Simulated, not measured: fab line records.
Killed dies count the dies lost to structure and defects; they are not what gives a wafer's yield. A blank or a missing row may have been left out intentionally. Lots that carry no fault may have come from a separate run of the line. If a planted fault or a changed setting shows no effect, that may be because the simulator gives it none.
The tool behind it: which one? -- flow rit cmos -- Sampling: 7 lots, 21 wafers, 2 of 202 route steps

## WHAT THE GAUGES SHOWED, per wafer
RIT_GATE_THK_MEAS_09.
lot,measured,on,GATE_POLY_THK (nm)
L235,day 2 21:19,film metro-03,247.1 247.9 250.4
L237,day 3 06:37,film metro-02,255.1 253.3 252.9
L240,day 3 22:17,film metro-03,250.6 250.1 249.6
L242,day 4 11:11,film metro-03,249.9 250.4 252.0
L244,day 4 19:39,film metro-04,253.8 250.1 250.7
L248,day 5 13:43,film metro-04,309.1 307.9 310.3
L254,day 6 20:45,film metro-03,254.8 251.8 252.6

## WHAT TOOL EACH LOT RAN ON (gives the tool, then ch and the chambers of the sampled wafers, and finally the start)
lot,RIT_GATE_CVD_08
L235,"lpcvd-02 ch 1, day 2 19:42"
L237,"lpcvd-02 ch 1, day 3 04:59"
L240,"lpcvd-02 ch 1, day 3 20:41"
L242,"lpcvd-02 ch 0, day 4 09:34"
L244,"lpcvd-02 ch 0, day 4 18:01"
L248,"lpcvd-02 ch 0, day 5 12:05"
L254,"lpcvd-01 ch 0, day 6 19:08"
- RIT_GATE_CVD_08: deposits poly-Si from SiH4, target thk 250 nm, time 2220 s.

## THE ANSWER, worked out from the rows above alone
Rule: the lots themselves supply what counts as usual. The widest of any qualifying gaps counts: lots, ordered by their means at a reading, are off when they make up no more than a third of the lots, leave a main group of 4 or more, and stand apart from it by 3 or more times the standard deviation of that group's means. A main group is skipped when, at the precision printed for the reading in the tables above, its means are all equal. Also off: a lot with no number at a reading for which 4 or more lots have one. Where the step has rows for the other lots, those lots are counted as sound.
Off: L248, at RIT_GATE_THK_MEAS_09 (GATE_POLY_THK). The main group has a mean of 251.3 nm with a standard deviation of 1.8.
A tool fits if, at a process step before that reading, it ran every lot that is off, and no sound lot after the first of them. The gauges at RIT_GATE_THK_MEAS_09 are tried like those tools. 2 tools fit, lpcvd-02 at RIT_GATE_CVD_08 and film metro-04 at RIT_GATE_THK_MEAS_09, so this cannot tell which one it is.

## WHAT THE SIMULATOR HAD INSERTED
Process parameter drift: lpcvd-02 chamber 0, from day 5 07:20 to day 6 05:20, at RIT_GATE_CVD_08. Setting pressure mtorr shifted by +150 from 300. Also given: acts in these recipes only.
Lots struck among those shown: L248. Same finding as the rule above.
